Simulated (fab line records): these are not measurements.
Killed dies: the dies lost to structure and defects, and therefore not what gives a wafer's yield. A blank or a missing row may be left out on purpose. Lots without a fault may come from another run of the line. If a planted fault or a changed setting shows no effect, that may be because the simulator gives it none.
Problem report, 8D (eight disciplines) form, completed by code	flow rit-cmos	the parts of the form that need people (team, actions taken, sign-off) are left out

1. THE PROBLEM
Wafers free of any fault read 2361 (standard deviation 15) for PLDD_TW at RIT_PLDD_TW_MEAS_10, against a mean of 2637 on 9 wafers of 3 lots. Measured from the usual mean, that is +18 standard deviations.
The first sign was on wafer L541.1 at day 4 17:34, on film-metro-02. The record holds 45 wafers of 15 lots with a number at this step. Rule for "out", or "out of limits": more than 4 standard deviations from the usual mean. The other wafers with a number count as sound.

2. WHAT IT IS; WHAT IT IS NOT
question	is	is not
which readings at this step	PLDD_TW	-
which lots	L541, L542, L543	L533, L534, L535, L536, L537, L538, L539, L548, L551, L552, L555, L556
which wafers of those lots	all that have a number	-
read on which gauges	film-metro-02	film-metro-03, film-metro-04
when	from day 4 17:34	up to then (21 sound wafers); but 15 sound wafers of L548, L551, L552, L555, L556 came after

3. THE SUSPECTS, EACH WITH WHAT RULES IT OUT
Counting: any tool at a process step up to the reading is kept as a suspect provided that every lot that is out went through it and no sound lot did after the first of them.
- the gauge at RIT_PLDD_TW_MEAS_10 is ruled out. All the wafers that are out were read on film-metro-02, but those of them that RIT_PLDD_IMPLANT_08 has rows for are out there too, on other tools.
- implanter-04 at RIT_PLDD_IMPLANT_08: kept. It processed each lot that is out, first L541 at day 4 17:15, and no sound lot thereafter; up to then, the last sound lot it processed was L539 at day 4 04:43. Its own readings are out on those wafers: dose-ions-cm2, faraday-current-uA.
After counting, what remains is implanter-04 at RIT_PLDD_IMPLANT_08.

4. THE CAUSE (what the simulator had put in)
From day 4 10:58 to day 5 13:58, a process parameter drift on implanter-04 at RIT_PLDD_IMPLANT_08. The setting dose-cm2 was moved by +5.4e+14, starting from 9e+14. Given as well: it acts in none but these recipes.
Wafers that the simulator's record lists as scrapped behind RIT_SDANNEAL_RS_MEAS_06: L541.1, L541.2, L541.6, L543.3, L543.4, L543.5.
Counting left only this tool.

5. SEQUENCE OF EFFECTS, ordered by route
Rows list readings where the struck wafers' mean (over those with a number) sits beyond 3 standard deviations from the usual. Readings are gone through only where the record gives a usual standard deviation; hours: the median, over the lots, of the time from a lot's start at the first step in this table giving one to that lot's start at this step; sigmas: the change measured in usual standard deviations.
hours	step	reading	usual	on struck wafers	change	sigmas
0	RIT_PLDD_IMPLANT_08	dose-ions-cm2	9e+14	1e+15	+5e+14	+99 or more
0	RIT_PLDD_IMPLANT_08	end-station-pressure-torr	7.3e-06 Torr	8.9e-06	+1.6e-06	+4.3
0	RIT_PLDD_IMPLANT_08	faraday-current-uA	2822	4521	+1699	+31
0	RIT_PLDD_TW_MEAS_10	PLDD_TW	2361	2637	+276	+18
11	RIT_SDANNEAL_RS_MEAS_06	PLDD_RS	178.8 ohm/sq	157.5	-21.3	-45
The process steps in it:
- RIT_PLDD_IMPLANT_08

6. HOW IT WOULD HAVE BEEN CAUGHT EARLIER
Counted from the fault's start at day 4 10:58, it took 7 hours until the first out-of-limits reading at a measuring or inspecting step in this record, taken at day 4 17:34.
Tool's own readings at RIT_PLDD_IMPLANT_08, dose-ions-cm2, faraday-current-uA: out on all struck wafers the step has rows for; an alarm limit on them would have tripped on the first.
Of the lots that are out (3), L542, L543 began RIT_PLDD_IMPLANT_08 on implanter-04 after day 4 17:34. A hold on the tool at that time would have spared those 2.
